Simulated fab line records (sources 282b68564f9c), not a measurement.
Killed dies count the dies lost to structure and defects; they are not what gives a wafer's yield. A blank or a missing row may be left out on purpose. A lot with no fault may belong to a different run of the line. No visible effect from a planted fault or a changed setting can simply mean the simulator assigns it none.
Which tool did it? / flow rit-cmos / 14 lots, 42 wafers sampled, at 2 steps of a route of 202

== WHAT EACH GAUGE READ, for each wafer ==
RIT_REOX_THK_MEAS_04.
lot=L462; measured=day 3 04:18; on=film-metro-04; REOX_OXIDE_THK (nm)=25.6 25.3 25.5
lot=L465; measured=day 3 17:55; on=film-metro-02; REOX_OXIDE_THK (nm)=23.5 23.4 23.5
lot=L466; measured=day 3 22:41; on=film-metro-04; REOX_OXIDE_THK (nm)=25.9 26.0 26.1
lot=L467; measured=day 4 05:08; on=film-metro-04; REOX_OXIDE_THK (nm)=24.9 24.7 24.8
lot=L468; measured=day 4 08:16; on=film-metro-04; REOX_OXIDE_THK (nm)=25.3 25.3 25.5
lot=L469; measured=day 4 15:55; on=film-metro-02; REOX_OXIDE_THK (nm)=25.6 26.3 26.0
lot=L470; measured=day 4 20:20; on=film-metro-02; REOX_OXIDE_THK (nm)=25.6 25.1 25.2
lot=L471; measured=day 4 23:09; on=film-metro-02; REOX_OXIDE_THK (nm)=25.4 25.7 25.5
lot=L472; measured=day 5 07:04; on=film-metro-02; REOX_OXIDE_THK (nm)=24.4 24.5 24.4
lot=L474; measured=day 5 23:36; on=film-metro-04; REOX_OXIDE_THK (nm)=25.5 24.9 24.8
lot=L475; measured=day 5 23:36; on=film-metro-03; REOX_OXIDE_THK (nm)=24.5 24.5 24.8
lot=L476; measured=day 6 17:26; on=film-metro-03; REOX_OXIDE_THK (nm)=22.1 22.2 22.3
lot=L477; measured=day 7 04:01; on=film-metro-04; REOX_OXIDE_THK (nm)=25.7 26.1 25.7
lot=L479; measured=day 7 11:17; on=film-metro-04; REOX_OXIDE_THK (nm)=22.6 22.7 23.0

== WHICH TOOL RAN EACH LOT (tool, then ch and the chambers of the sampled wafers, then the start) ==
lot=L462; RIT_REOX_OXIDATION_03=furnace-04 ch 0, day 3 01:44
lot=L465; RIT_REOX_OXIDATION_03=furnace-03 ch 0, day 3 15:22
lot=L466; RIT_REOX_OXIDATION_03=furnace-04 ch 0, day 3 20:08
lot=L467; RIT_REOX_OXIDATION_03=furnace-04 ch 0, day 4 02:34
lot=L468; RIT_REOX_OXIDATION_03=furnace-01 ch 0, day 4 05:43
lot=L469; RIT_REOX_OXIDATION_03=furnace-01 ch 0, day 4 13:22
lot=L470; RIT_REOX_OXIDATION_03=furnace-01 ch 0, day 4 17:47
lot=L471; RIT_REOX_OXIDATION_03=furnace-01 ch 0, day 4 20:35
lot=L472; RIT_REOX_OXIDATION_03=furnace-03 ch 0, day 5 04:30
lot=L474; RIT_REOX_OXIDATION_03=furnace-01 ch 0, day 5 21:03
lot=L475; RIT_REOX_OXIDATION_03=furnace-01 ch 0, day 5 21:03
lot=L476; RIT_REOX_OXIDATION_03=furnace-01 ch 0, day 6 14:53
lot=L477; RIT_REOX_OXIDATION_03=furnace-04 ch 0, day 7 01:28
lot=L479; RIT_REOX_OXIDATION_03=furnace-01 ch 0, day 7 08:44
- RIT_REOX_OXIDATION_03: target thk 25.2 nm, ox time 5580 s.

== AS READ BY THE TOOLS THEMSELVES (means over the sampled wafers that have a number; for cases with no such wafer, the mark the record gives instead) ==
RIT_REOX_OXIDATION_03.
lot=L462; tool=furnace-04; spike-tc-centre-C (C)=901.9; spike-tc-load-C (C)=934; spike-tc-source-C (C)=923; tube-center-temp-C (C)=900; tube_center_temp_C_max=902.5; zone-power-load-pct (%)=30
lot=L465; tool=furnace-03; spike-tc-centre-C (C)=901.7; spike-tc-load-C (C)=928; spike-tc-source-C (C)=931; tube-center-temp-C (C)=900; tube_center_temp_C_max=902.4; zone-power-load-pct (%)=31
lot=L466; tool=furnace-04; spike-tc-centre-C (C)=901.0; spike-tc-load-C (C)=934; spike-tc-source-C (C)=921; tube-center-temp-C (C)=900; tube_center_temp_C_max=902.3; zone-power-load-pct (%)=31
lot=L467; tool=furnace-04; spike-tc-centre-C (C)=900.9; spike-tc-load-C (C)=933; spike-tc-source-C (C)=923; tube-center-temp-C (C)=900; tube_center_temp_C_max=902.4; zone-power-load-pct (%)=30
lot=L468; tool=furnace-01; spike-tc-centre-C (C)=903.8; spike-tc-load-C (C)=926; spike-tc-source-C (C)=922; tube-center-temp-C (C)=900; tube_center_temp_C_max=902.5; zone-power-load-pct (%)=23
lot=L469; tool=furnace-01; spike-tc-centre-C (C)=903.0; spike-tc-load-C (C)=926; spike-tc-source-C (C)=920; tube-center-temp-C (C)=900; tube_center_temp_C_max=902.2; zone-power-load-pct (%)=23
lot=L470; tool=furnace-01; spike-tc-centre-C (C)=902.7; spike-tc-load-C (C)=926; spike-tc-source-C (C)=921; tube-center-temp-C (C)=900; tube_center_temp_C_max=902.8; zone-power-load-pct (%)=23
lot=L471; tool=furnace-01; spike-tc-centre-C (C)=902.6; spike-tc-load-C (C)=925; spike-tc-source-C (C)=919; tube-center-temp-C (C)=900; tube_center_temp_C_max=902.4; zone-power-load-pct (%)=23
lot=L472; tool=furnace-03; spike-tc-centre-C (C)=901.1; spike-tc-load-C (C)=928; spike-tc-source-C (C)=931; tube-center-temp-C (C)=900; tube_center_temp_C_max=902.3; zone-power-load-pct (%)=30
lot=L474; tool=furnace-01; spike-tc-centre-C (C)=903.3; spike-tc-load-C (C)=926; spike-tc-source-C (C)=920; tube-center-temp-C (C)=900; tube_center_temp_C_max=902.2; zone-power-load-pct (%)=23
lot=L475; tool=furnace-01; spike-tc-centre-C (C)=901.9; spike-tc-load-C (C)=926; spike-tc-source-C (C)=920; tube-center-temp-C (C)=900; tube_center_temp_C_max=902.3; zone-power-load-pct (%)=23
lot=L476; tool=furnace-01; spike-tc-centre-C (C)=889.2; spike-tc-load-C (C)=912; spike-tc-source-C (C)=906; tube-center-temp-C (C)=886; tube_center_temp_C_max=888.7; zone-power-load-pct (%)=22
lot=L477; tool=furnace-04; spike-tc-centre-C (C)=900.7; spike-tc-load-C (C)=933; spike-tc-source-C (C)=923; tube-center-temp-C (C)=900; tube_center_temp_C_max=902.3; zone-power-load-pct (%)=31
lot=L479; tool=furnace-01; spike-tc-centre-C (C)=889.4; spike-tc-load-C (C)=912; spike-tc-source-C (C)=907; tube-center-temp-C (C)=886; tube_center_temp_C_max=888.6; zone-power-load-pct (%)=22

== THE ANSWER, worked out from the rows above alone ==
Rule: what is usual is taken from the lots themselves. The widest of any qualifying gaps counts: lots, ordered by their means at a reading, are off when they make up no more than a third of the lots, leave a main group of 4 or more, and stand apart from it by 3 or more times the standard deviation of that group's means. A main group whose means are all the same, to the digits that the tables above print for the reading, isn't used. A lot without any number at a reading at which 4 lots or more have one is off too. All remaining lots with rows at the step are treated as sound. Order of review: gauges by route order, followed by the tools' own readings, for which a lot's mean as printed above is used. At the first step where some lot is off, the reading lying furthest off is the one used; lots without a number count as furthest.
Off, at RIT_REOX_OXIDATION_03 on tube_center_temp_C_max: L476, L479. Main group: mean 902.4, sd 0.16.
If a tool, at that step or one of the process steps before it, ran each lot that is off and ran no sound lot following the first of them, it fits. One candidate fits, namely furnace-01 at RIT_REOX_OXIDATION_03. Its last sound lot is L474 (day 5 21:03), its first lot that is off L476 (day 6 14:53): a fault that began between those two fits.
The tool's own readings at RIT_REOX_OXIDATION_03 bear it out: on the lots that are off they differ by more than 5 times the standard deviation of the sound lots' means. spike-tc-centre-C reads 889.3 C there against 902.0 C on the sound lots; tube-center-temp-C reads 886 C there against 900 C on the sound lots; tube_center_temp_C_max reads 888.7 there against 902.4 on the sound lots.

== WHAT HAD BEEN PUT IN BY THE SIMULATOR ==
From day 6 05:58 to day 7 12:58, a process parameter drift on furnace-01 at RIT_REOX_OXIDATION_03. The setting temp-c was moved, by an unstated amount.
Shown lots that were struck: L476, L479. The rule given above showed the same thing.
